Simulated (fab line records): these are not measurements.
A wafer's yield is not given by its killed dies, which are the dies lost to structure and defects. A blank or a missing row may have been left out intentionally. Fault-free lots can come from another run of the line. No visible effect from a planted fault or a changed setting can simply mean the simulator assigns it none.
fab line records :: flow berkeley_cmos170
record:
  lots: 14
  wafers: 42
  last_day: 11
route steps=331 shown GATE@130
lots with no fault: from the same line, run without faults
start_h: the number of hours between the record's first day and the start of the first shown wafer of the lot :: wait_h: hours since the lot's step before :: " repeats the value in the row above :: L1.1+2: one row covering several wafers at once :: - either no value or no given start :: * or withheld: withheld :: < > ~ a bound
route shown NAME@n: a module of which the file shows steps, and the number in the route of the first :: usual: the fault-free wafers' mean and standard deviation :: same: alike in all rows :: chamber/n: place in a boat :: sites: readings site by site :: _std_site: their standard deviation :: _edge_site: outer sites' mean less inner sites' :: radius_mm: for every site, how far away it sits from the centre of the wafer :: mask NAME#n: copy n :: behind: the most recent tool/chamber to have shaped the wafer :: hold: what put the lot on hold/how long, in hours/how the hold closed :: device: whichever transistor did not switch (one of n, p or np) :: end of line: the same wafers' tests at the end of the route :: for a step that has no rows: nothing shown but its recipe :: killed: count of dies lost to structure and defects at first sort (not the wafer's yield) :: map: dies across one wafer; x = killed, . = not, _ = none there
set.NAME: setting as actually run; set.NAME@STEP: the setting as run at that earlier step :: model.NAME: the simulator's own value behind a step, which no gauge read
one table for each step of the route and one row for each wafer, over a sample of lots
services: the hour from which a tool's chamber was out of use, counted from the record's first day as start_h (under 0 if before that day), plus the number of hours and why
== steps ==
step: UCB170_GATE_CVD_04
recipe:
  material: poly-Si
  temp_c: 610
  precursor: SiH4
  time_s: 1440
  pressure_mtorr: 375
  target_thk_nm: 214
  sih4_flow_sccm: 120
lot.wafer: L585.2+5+6
tool: lpcvd-02
chamber: 1
start_h: 151.79
wait_h: 0.0

lot.wafer: L586.1+2+5
tool: lpcvd-02
chamber: 0
start_h: 151.79
wait_h: 0.0

lot.wafer: L587.2+5+6
tool: lpcvd-02
chamber: 0
start_h: 151.79
wait_h: 0.0

lot.wafer: L588.1+3+4
tool: lpcvd-02
chamber: 0
start_h: 165.29
wait_h: 0.0

lot.wafer: L589.3+4+5
tool: lpcvd-02
chamber: 1
start_h: 165.29
wait_h: 0.0

lot.wafer: L590.2+3+4
tool: lpcvd-01
chamber: 0
start_h: 176.14
wait_h: 0.0

lot.wafer: L591.3+5+6
tool: lpcvd-01
chamber: 1
start_h: 176.14
wait_h: 0.0

lot.wafer: L592.2+3+5
tool: lpcvd-01
chamber: 0
start_h: 176.14
wait_h: 0.0

lot.wafer: L593.3+5+6
tool: lpcvd-02
chamber: 0
start_h: 185.67
wait_h: 0.0

lot.wafer: L594.2+4+6
tool: lpcvd-02
chamber: 1
start_h: 185.67
wait_h: 0.0

lot.wafer: L595.1+3+6
tool: lpcvd-02
chamber: 0
start_h: 200.05
wait_h: 1.4

lot.wafer: L596.3+5+6
tool: lpcvd-02
chamber: 0
start_h: 200.05
wait_h: 1.4

lot.wafer: L600.1+4+6
tool: lpcvd-01
chamber: 1
start_h: 222.82
wait_h: 0.0

lot.wafer: L602.2+3+4
tool: lpcvd-01
chamber: 1
start_h: 222.82
wait_h: 0.0
step: UCB170_GATE_THK_MEAS_05
recipe:
  reads: poly-Si_of_GATE_CVD_04
usual:
  GATE_POLY_THK: 212.9/2.1
lot.wafer: L586.1
tool: film_metro-02
chamber: -
start_h: 153.19
wait_h: 0.0
GATE_POLY_THK[nm]: 214.3

lot.wafer: L586.2
tool: film_metro-02
chamber: -
start_h: 153.19
wait_h: 0.0
GATE_POLY_THK[nm]: 213.3

lot.wafer: L586.5
tool: film_metro-02
chamber: -
start_h: 153.19
wait_h: 0.0
GATE_POLY_THK[nm]: 212.4

lot.wafer: L585.2
tool: film_metro-03
chamber: -
start_h: 153.20
wait_h: 0.0
GATE_POLY_THK[nm]: 210.0

lot.wafer: L585.5
tool: film_metro-03
chamber: -
start_h: 153.20
wait_h: 0.0
GATE_POLY_THK[nm]: 208.2

lot.wafer: L585.6
tool: film_metro-03
chamber: -
start_h: 153.20
wait_h: 0.0
GATE_POLY_THK[nm]: 209.1

lot.wafer: L587.2
tool: film_metro-01
chamber: -
start_h: 153.20
wait_h: 0.0
GATE_POLY_THK[nm]: 214.0

lot.wafer: L587.5
tool: film_metro-01
chamber: -
start_h: 153.20
wait_h: 0.0
GATE_POLY_THK[nm]: 213.3

lot.wafer: L587.6
tool: film_metro-01
chamber: -
start_h: 153.20
wait_h: 0.0
GATE_POLY_THK[nm]: 213.4

lot.wafer: L588.1
tool: film_metro-03
chamber: -
start_h: 166.69
wait_h: 0.0
GATE_POLY_THK[nm]: 209.7

lot.wafer: L588.3
tool: film_metro-03
chamber: -
start_h: 166.69
wait_h: 0.0
GATE_POLY_THK[nm]: 210.9

lot.wafer: L588.4
tool: film_metro-03
chamber: -
start_h: 166.69
wait_h: 0.0
GATE_POLY_THK[nm]: 210.2

lot.wafer: L589.3
tool: film_metro-01
chamber: -
start_h: 166.71
wait_h: 0.0
GATE_POLY_THK[nm]: 212.8

lot.wafer: L589.4
tool: film_metro-01
chamber: -
start_h: 166.71
wait_h: 0.0
GATE_POLY_THK[nm]: 213.8

lot.wafer: L589.5
tool: film_metro-01
chamber: -
start_h: 166.71
wait_h: 0.0
GATE_POLY_THK[nm]: 212.9

lot.wafer: L590.2
tool: film_metro-02
chamber: -
start_h: 177.55
wait_h: 0.0
GATE_POLY_THK[nm]: 215.4

lot.wafer: L590.3
tool: film_metro-02
chamber: -
start_h: 177.55
wait_h: 0.0
GATE_POLY_THK[nm]: 215.5

lot.wafer: L590.4
tool: film_metro-02
chamber: -
start_h: 177.55
wait_h: 0.0
GATE_POLY_THK[nm]: 213.9

lot.wafer: L592.2
tool: film_metro-03
chamber: -
start_h: 177.55
wait_h: 0.0
GATE_POLY_THK[nm]: 214.0

lot.wafer: L592.3
tool: film_metro-03
chamber: -
start_h: 177.55
wait_h: 0.0
GATE_POLY_THK[nm]: 216.4

lot.wafer: L592.5
tool: film_metro-03
chamber: -
start_h: 177.55
wait_h: 0.0
GATE_POLY_THK[nm]: 214.5

lot.wafer: L591.3
tool: film_metro-01
chamber: -
start_h: 177.56
wait_h: 0.0
GATE_POLY_THK[nm]: 216.4

lot.wafer: L591.5
tool: film_metro-01
chamber: -
start_h: 177.56
wait_h: 0.0
GATE_POLY_THK[nm]: 216.0

lot.wafer: L591.6
tool: film_metro-01
chamber: -
start_h: 177.56
wait_h: 0.0
GATE_POLY_THK[nm]: 217.8

lot.wafer: L594.2
tool: film_metro-01
chamber: -
start_h: 187.08
wait_h: 0.0
GATE_POLY_THK[nm]: 213.8

lot.wafer: L594.4
tool: film_metro-01
chamber: -
start_h: 187.08
wait_h: 0.0
GATE_POLY_THK[nm]: 214.2

lot.wafer: L594.6
tool: film_metro-01
chamber: -
start_h: 187.08
wait_h: 0.0
GATE_POLY_THK[nm]: 214.8

lot.wafer: L593.3
tool: film_metro-02
chamber: -
start_h: 187.09
wait_h: 0.0
GATE_POLY_THK[nm]: 211.9

lot.wafer: L593.5
tool: film_metro-02
chamber: -
start_h: 187.09
wait_h: 0.0
GATE_POLY_THK[nm]: 213.4

lot.wafer: L593.6
tool: film_metro-02
chamber: -
start_h: 187.09
wait_h: 0.0
GATE_POLY_THK[nm]: 211.3

lot.wafer: L595.1
tool: film_metro-02
chamber: -
start_h: 201.45
wait_h: 0.0
GATE_POLY_THK[nm]: 194.1

lot.wafer: L595.3
tool: film_metro-02
chamber: -
start_h: 201.45
wait_h: 0.0
GATE_POLY_THK[nm]: 193.2

lot.wafer: L595.6
tool: film_metro-02
chamber: -
start_h: 201.45
wait_h: 0.0
GATE_POLY_THK[nm]: 193.0

lot.wafer: L596.3
tool: film_metro-03
chamber: -
start_h: 201.47
wait_h: 0.0
GATE_POLY_THK[nm]: 195.9

lot.wafer: L596.5
tool: film_metro-03
chamber: -
start_h: 201.47
wait_h: 0.0
GATE_POLY_THK[nm]: 196.3

lot.wafer: L596.6
tool: film_metro-03
chamber: -
start_h: 201.47
wait_h: 0.0
GATE_POLY_THK[nm]: 196.2

lot.wafer: L600.1
tool: film_metro-02
chamber: -
start_h: 224.24
wait_h: 0.0
GATE_POLY_THK[nm]: 214.9

lot.wafer: L600.4
tool: film_metro-02
chamber: -
start_h: 224.24
wait_h: 0.0
GATE_POLY_THK[nm]: 211.2

lot.wafer: L600.6
tool: film_metro-02
chamber: -
start_h: 224.24
wait_h: 0.0
GATE_POLY_THK[nm]: 211.4

lot.wafer: L602.2
tool: film_metro-01
chamber: -
start_h: 224.29
wait_h: 0.1
GATE_POLY_THK[nm]: 215.3

lot.wafer: L602.3
tool: film_metro-01
chamber: -
start_h: 224.29
wait_h: 0.1
GATE_POLY_THK[nm]: 216.1

lot.wafer: L602.4
tool: film_metro-01
chamber: -
start_h: 224.29
wait_h: 0.1
GATE_POLY_THK[nm]: 215.7
step: UCB170_GATE_ETCH_15
recipe:
  chemistry: HBr/Cl2
  target: poly-Si
  stop_on: SiO2
  over_etch_frac: 0.3
  icp_w: 300
  bias_w: 150
  time_s: 56.3
  pressure_mtorr: 15
  HBr_flow_sccm: 150
  Cl2_flow_sccm: 50
  target_depth_a: 2782
usual:
  drypump_motor_current_A: 5.8/0.55
  mfc_cl2_sccm: 49.98/0.15
  oes_product_au: 0.839/0.012
  throttle_valve_pct: 26.41/0.25
lot.wafer: L586.1
tool: rie_si-01
chamber: 1
start_h: 155.03
wait_h: -
drypump_motor_current_A: 6.4
mfc_cl2_sccm: 50.02
oes_product_au: 0.839
rf_hours_counter_h: 44
throttle_valve_pct: 26.52

lot.wafer: L586.2
tool: rie_si-01
chamber: 0
start_h: 155.03
wait_h: -
drypump_motor_current_A: 5.9
mfc_cl2_sccm: 49.88
oes_product_au: 0.848
rf_hours_counter_h: 0
throttle_valve_pct: 26.45

lot.wafer: L586.5
tool: rie_si-01
chamber: 0
start_h: 155.03
wait_h: -
drypump_motor_current_A: 5.8
mfc_cl2_sccm: 50.16
oes_product_au: 0.849
rf_hours_counter_h: -
throttle_valve_pct: 26.44

lot.wafer: L585.2
tool: rie_si-02
chamber: 1
start_h: 155.13
wait_h: -
drypump_motor_current_A: 5.8
mfc_cl2_sccm: 49.93
oes_product_au: 0.831
rf_hours_counter_h: 3
throttle_valve_pct: 26.14

lot.wafer: L585.5
tool: rie_si-02
chamber: 1
start_h: 155.13
wait_h: -
drypump_motor_current_A: 5.8
mfc_cl2_sccm: 50.08
oes_product_au: 0.832
rf_hours_counter_h: -
throttle_valve_pct: 26.14

lot.wafer: L585.6
tool: rie_si-02
chamber: 0
start_h: 155.13
wait_h: -
drypump_motor_current_A: 5.0
mfc_cl2_sccm: 50.05
oes_product_au: 0.835
rf_hours_counter_h: -
throttle_valve_pct: 26.56

lot.wafer: L587.2
tool: rie_si-01
chamber: 2
start_h: 155.18
wait_h: -
drypump_motor_current_A: 6.8
mfc_cl2_sccm: 50.11
oes_product_au: 0.834
rf_hours_counter_h: 1
throttle_valve_pct: 26.39

lot.wafer: L587.5
tool: rie_si-01
chamber: 1
start_h: 155.18
wait_h: -
drypump_motor_current_A: 6.4
mfc_cl2_sccm: 49.67
oes_product_au: 0.836
rf_hours_counter_h: -
throttle_valve_pct: 26.53

lot.wafer: L587.6
tool: rie_si-01
chamber: 2
start_h: 155.18
wait_h: -
drypump_motor_current_A: 6.8
mfc_cl2_sccm: 49.85
oes_product_au: 0.837
rf_hours_counter_h: -
throttle_valve_pct: 26.39

lot.wafer: L588.1
tool: rie_si-02
chamber: 2
start_h: 168.13
wait_h: -
drypump_motor_current_A: 5.3
mfc_cl2_sccm: 49.99
oes_product_au: 0.817
rf_hours_counter_h: 90
throttle_valve_pct: 26.83

lot.wafer: L588.3
tool: rie_si-02
chamber: 1
start_h: 168.13
wait_h: -
drypump_motor_current_A: 5.8
mfc_cl2_sccm: 50.03
oes_product_au: 0.833
rf_hours_counter_h: 3
throttle_valve_pct: 26.14

lot.wafer: L588.4
tool: rie_si-02
chamber: 3
start_h: 168.13
wait_h: -
drypump_motor_current_A: 5.4
mfc_cl2_sccm: 49.92
oes_product_au: 0.836
rf_hours_counter_h: 0
throttle_valve_pct: 25.94

lot.wafer: L589.3
tool: rie_si-01
chamber: 0
start_h: 168.25
wait_h: -
drypump_motor_current_A: 5.8
mfc_cl2_sccm: 49.62
oes_product_au: 0.858
rf_hours_counter_h: 1
throttle_valve_pct: 26.46

lot.wafer: L589.4
tool: rie_si-01
chamber: 2
start_h: 168.25
wait_h: -
drypump_motor_current_A: 6.8
mfc_cl2_sccm: 49.90
oes_product_au: 0.835
rf_hours_counter_h: 1
throttle_valve_pct: 26.39

lot.wafer: L589.5
tool: rie_si-01
chamber: 2
start_h: 168.25
wait_h: -
drypump_motor_current_A: 6.8
mfc_cl2_sccm: 50.02
oes_product_au: 0.837
rf_hours_counter_h: -
throttle_valve_pct: 26.38

lot.wafer: L592.2
tool: rie_si-02
chamber: 3
start_h: 178.73
wait_h: -
drypump_motor_current_A: 5.4
mfc_cl2_sccm: 50.03
oes_product_au: 0.850
rf_hours_counter_h: 0
throttle_valve_pct: 25.94

lot.wafer: L592.3
tool: rie_si-02
chamber: 0
start_h: 178.73
wait_h: -
drypump_motor_current_A: 4.9
mfc_cl2_sccm: 50.26
oes_product_au: 0.852
rf_hours_counter_h: 42
throttle_valve_pct: 26.57

lot.wafer: L592.5
tool: rie_si-02
chamber: 1
start_h: 178.73
wait_h: -
drypump_motor_current_A: 5.8
mfc_cl2_sccm: 50.09
oes_product_au: 0.838
rf_hours_counter_h: -
throttle_valve_pct: 26.13

lot.wafer: L591.3
tool: rie_si-01
chamber: 0
start_h: 179.21
wait_h: -
drypump_motor_current_A: 5.8
mfc_cl2_sccm: 49.64
oes_product_au: 0.871
rf_hours_counter_h: 1
throttle_valve_pct: 26.44

lot.wafer: L591.5
tool: rie_si-01
chamber: 1
start_h: 179.21
wait_h: -
drypump_motor_current_A: 6.4
mfc_cl2_sccm: 49.78
oes_product_au: 0.846
rf_hours_counter_h: -
throttle_valve_pct: 26.50

lot.wafer: L591.6
tool: rie_si-01
chamber: 0
start_h: 179.21
wait_h: -
drypump_motor_current_A: 5.8
mfc_cl2_sccm: 49.62
oes_product_au: 0.859
rf_hours_counter_h: -
throttle_valve_pct: 26.45

lot.wafer: L590.2
tool: rie_si-02
chamber: 2
start_h: 179.36
wait_h: -
drypump_motor_current_A: 5.3
mfc_cl2_sccm: 50.03
oes_product_au: 0.837
rf_hours_counter_h: 90
throttle_valve_pct: 26.83

lot.wafer: L590.3
tool: rie_si-02
chamber: 3
start_h: 179.36
wait_h: -
drypump_motor_current_A: 5.4
mfc_cl2_sccm: 49.95
oes_product_au: 0.861
rf_hours_counter_h: 0
throttle_valve_pct: 25.94

lot.wafer: L590.4
tool: rie_si-02
chamber: 0
start_h: 179.36
wait_h: -
drypump_motor_current_A: 4.9
mfc_cl2_sccm: 49.89
oes_product_au: 0.851
rf_hours_counter_h: 42
throttle_valve_pct: 26.56

lot.wafer: L593.3
tool: rie_si-01
chamber: 0
start_h: 188.41
wait_h: -
drypump_motor_current_A: 5.8
mfc_cl2_sccm: 50.06
oes_product_au: 0.852
rf_hours_counter_h: 1
throttle_valve_pct: 26.45

lot.wafer: L593.5
tool: rie_si-01
chamber: 1
start_h: 188.41
wait_h: -
drypump_motor_current_A: 6.4
mfc_cl2_sccm: 50.15
oes_product_au: 0.834
rf_hours_counter_h: -
throttle_valve_pct: 26.53

lot.wafer: L593.6
tool: rie_si-01
chamber: 2
start_h: 188.41
wait_h: -
drypump_motor_current_A: 6.8
mfc_cl2_sccm: 49.74
oes_product_au: 0.829
rf_hours_counter_h: -
throttle_valve_pct: 26.39

lot.wafer: L594.2
tool: rie_si-02
chamber: 1
start_h: 188.66
wait_h: -
drypump_motor_current_A: 5.8
mfc_cl2_sccm: 49.76
oes_product_au: 0.849
rf_hours_counter_h: 3
throttle_valve_pct: 26.13

lot.wafer: L594.4
tool: rie_si-02
chamber: 0
start_h: 188.66
wait_h: -
drypump_motor_current_A: 5.0
mfc_cl2_sccm: 50.24
oes_product_au: 0.848
rf_hours_counter_h: 42
throttle_valve_pct: 26.57

lot.wafer: L594.6
tool: rie_si-02
chamber: 2
start_h: 188.66
wait_h: -
drypump_motor_current_A: 5.3
mfc_cl2_sccm: 50.02
oes_product_au: 0.831
rf_hours_counter_h: -
throttle_valve_pct: 26.83

lot.wafer: L595.1
tool: rie_si-01
chamber: 1
start_h: 202.93
wait_h: -
drypump_motor_current_A: 6.4
mfc_cl2_sccm: 50.10
oes_product_au: 0.778
rf_hours_counter_h: 44
throttle_valve_pct: 26.51

lot.wafer: L595.3
tool: rie_si-01
chamber: 0
start_h: 202.93
wait_h: -
drypump_motor_current_A: 5.8
mfc_cl2_sccm: 50.20
oes_product_au: 0.794
rf_hours_counter_h: 1
throttle_valve_pct: 26.45

lot.wafer: L595.6
tool: rie_si-01
chamber: 1
start_h: 202.93
wait_h: -
drypump_motor_current_A: 6.4
mfc_cl2_sccm: 50.06
oes_product_au: 0.787
rf_hours_counter_h: -
throttle_valve_pct: 26.51

lot.wafer: L596.3
tool: rie_si-01
chamber: 3
start_h: 203.14
wait_h: -
drypump_motor_current_A: 5.7
mfc_cl2_sccm: 50.06
oes_product_au: 0.780
rf_hours_counter_h: 17
throttle_valve_pct: 26.53

lot.wafer: L596.5
tool: rie_si-01
chamber: 0
start_h: 203.14
wait_h: -
drypump_motor_current_A: 5.8
mfc_cl2_sccm: 49.71
oes_product_au: 0.802
rf_hours_counter_h: -
throttle_valve_pct: 26.44

lot.wafer: L596.6
tool: rie_si-01
chamber: 1
start_h: 203.14
wait_h: -
drypump_motor_current_A: 6.4
mfc_cl2_sccm: 50.05
oes_product_au: 0.787
rf_hours_counter_h: -
throttle_valve_pct: 26.54

lot.wafer: L600.1
tool: rie_si-01
chamber: 1
start_h: 225.92
wait_h: -
drypump_motor_current_A: 6.4
mfc_cl2_sccm: 50.05
oes_product_au: 0.835
rf_hours_counter_h: 44
throttle_valve_pct: 26.52

lot.wafer: L600.4
tool: rie_si-01
chamber: 3
start_h: 225.92
wait_h: -
drypump_motor_current_A: 5.7
mfc_cl2_sccm: 50.08
oes_product_au: 0.821
rf_hours_counter_h: 17
throttle_valve_pct: 26.52

lot.wafer: L600.6
tool: rie_si-01
chamber: 3
start_h: 225.92
wait_h: -
drypump_motor_current_A: 5.7
mfc_cl2_sccm: 50.05
oes_product_au: 0.830
rf_hours_counter_h: -
throttle_valve_pct: 26.52

lot.wafer: L602.2
tool: rie_si-02
chamber: 1
start_h: 226.20
wait_h: -
drypump_motor_current_A: 5.8
mfc_cl2_sccm: 49.94
oes_product_au: 0.844
rf_hours_counter_h: 3
throttle_valve_pct: 26.14

lot.wafer: L602.3
tool: rie_si-02
chamber: 0
start_h: 226.20
wait_h: -
drypump_motor_current_A: 5.0
mfc_cl2_sccm: 49.75
oes_product_au: 0.854
rf_hours_counter_h: 42
throttle_valve_pct: 26.57

lot.wafer: L602.4
tool: rie_si-02
chamber: 3
start_h: 226.20
wait_h: -
drypump_motor_current_A: 5.4
mfc_cl2_sccm: 50.22
oes_product_au: 0.857
rf_hours_counter_h: 1
throttle_valve_pct: 25.93
== services ==
tool: rie_si-01
chamber: 2
start_h: 128.38
hours: 2.0
kind: repair

tool: rie_si-01
chamber: -
start_h: 221.16
hours: 0.1
kind: repair
== key ==
first_sign:
  step: UCB170_GATE_THK_MEAS_05
  reading: GATE_POLY_THK
  direction: down
  sigmas: 8.6
  usual: 212.9
  struck: 194.8
effect:
  step: UCB170_GATE_ETCH_15
  reading: oes_product_au
  direction: down
  sigmas: 4.4
  usual: 0.839
  struck: 0.788
met_at UCB170_GATE_CVD_04
struck_lots L595,L596
struck_wafers L595.1,L595.3,L595.6,L596.3,L596.5,L596.6
tester_left_out L595,L596
onset_between 185.67 200.05
fault:
  kind: process_parameter_drift
  tool: lpcvd-02
  chamber: 0
  onset_h: 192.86
  steps: UCB170_GATE_CVD_04
  channel: target_thk_nm
  offset: -14.98
  shape: step
  end_h: 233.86
  acts_in: these_recipes_only
  stated: 214
tester_left_out: of these lots the tester's yield and bins aren't shown, on N5 and GAA mostly nor the transistor test; their killed dies are dies lost to structure and defects alone, not to doping, threshold or leakage, so they don't give the yield
